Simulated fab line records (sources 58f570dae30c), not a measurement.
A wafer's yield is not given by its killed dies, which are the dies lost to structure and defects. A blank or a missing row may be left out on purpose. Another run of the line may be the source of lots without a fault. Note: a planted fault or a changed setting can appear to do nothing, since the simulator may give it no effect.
A struck lot beside a sound one || flow berkeley-cmos170 || 14 out of 331 route steps
Sound: these wafers, L192.2, L192.3, L192.6. Wafers struck: L198.1, L198.3, L198.6. The cause is given at the end.
Each step with rows lists, per side, the tool, then ch with its chambers, then its first start. Under that, the readings that differ: sound wafers || struck wafers || difference of the means || sigmas: that difference in standard deviations of wafers without a fault.
alike: same words and numbers on both sides, and readings whose means sit less than 2 such deviations apart. not compared: any withheld reading, any reading some wafer has no value for, any bound like >300 that may hide the same value, and any number with overlapping values for which the record gives no deviation.
Wherever a step has rows on one side only, a row that says differs or no value, or a row with sigmas, the two part there. Numbers that don't overlap but have no deviation are shown without sigmas and don't part them. A reading that every wafer of one side lacks parts them only if that side has two wafers or more.

first, 2 steps without rows for these wafers: UCB170_PWELL_ANNEAL_04 (time 900 s); UCB170_PWELL_CVD_05 (deposits Si3N4 from SiH2Cl2/NH3, target thk 220 nm, time 3300 s).
UCB170_PWELL_THK_MEAS_06:
  sound: film-metro-03 at day 3 23:13; struck: film-metro-04 at day 5 07:08
  alike: PWELL_NITRIDE_THK
then, 6 steps without rows for these wafers: UCB170_PWELL_HMDS_07 (prime time 60 s); UCB170_PWELL_COAT_08 (resist thk 900 nm); UCB170_PWELL_SOFTBAKE_09 (time 60 s); UCB170_PWELL_EXPOSE_10 (exposes mask PWELL, target cd 3000 nm); UCB170_PWELL_PEB_11; UCB170_PWELL_DEVELOP_12 (develop time 45 s).
UCB170_PWELL_OVL_MEAS_13:
  sound: overlay-02 at day 4 00:36; struck: overlay-02 at day 5 09:02
  alike: PWELL_OVL
UCB170_PWELL_ETCH_14: etches Si3N4 in CH3F/Ar/O2, stops on SiO2, target depth 242 nm, time 151 s.
  sound on rie-diel-02 ch 0,1,3, day 4 00:38; struck on rie-diel-01 ch 2,3, day 5 09:04
{"reading": "oes-product-au (a.u.)", "sound": "0.921 0.930 0.911", "struck": "0.953 0.969 0.948", "difference": "+0.036", "sigmas": "+2"}
  alike: drypump-motor-current-A, throttle-valve-pct
  not compared: rf-hours-counter-h
after that, 1 step had no rows for these wafers: UCB170_PWELL_IMPLANT_15.
UCB170_PWELL_STRIP_16: strips in O2.
  sound on plasma-asher-03 ch 0,1, day 4 00:53; struck on plasma-asher-03 ch 0,1, day 5 09:19
  no value came back on the struck wafers for any of 5 readings (chamber-pressure-mTorr (mTorr), drypump-motor-current-A (A) and others); on the sound wafers chamber-pressure-mTorr (mTorr) reads 3507 3499 3506
{"reading": "model.KrF_of_PWELL_COAT_08.thk-nm (nm)", "sound": "0 0 0", "struck": "721 718.4 718.4", "difference": "+719", "sigmas": ""}
  not compared: rf-hours-counter-h
UCB170_PWELL_TW_MEAS_17:
  sound: film-metro-04 at day 4 01:00; struck: film-metro-01 at day 5 09:25
  alike: PWELL_TW

WHERE THEY PART
First at UCB170_PWELL_ETCH_14; last, within this record, at UCB170_PWELL_STRIP_16. Later steps at which nothing parts them and some readings are alike: UCB170_PWELL_TW_MEAS_17.

WHY: what the simulator had put in
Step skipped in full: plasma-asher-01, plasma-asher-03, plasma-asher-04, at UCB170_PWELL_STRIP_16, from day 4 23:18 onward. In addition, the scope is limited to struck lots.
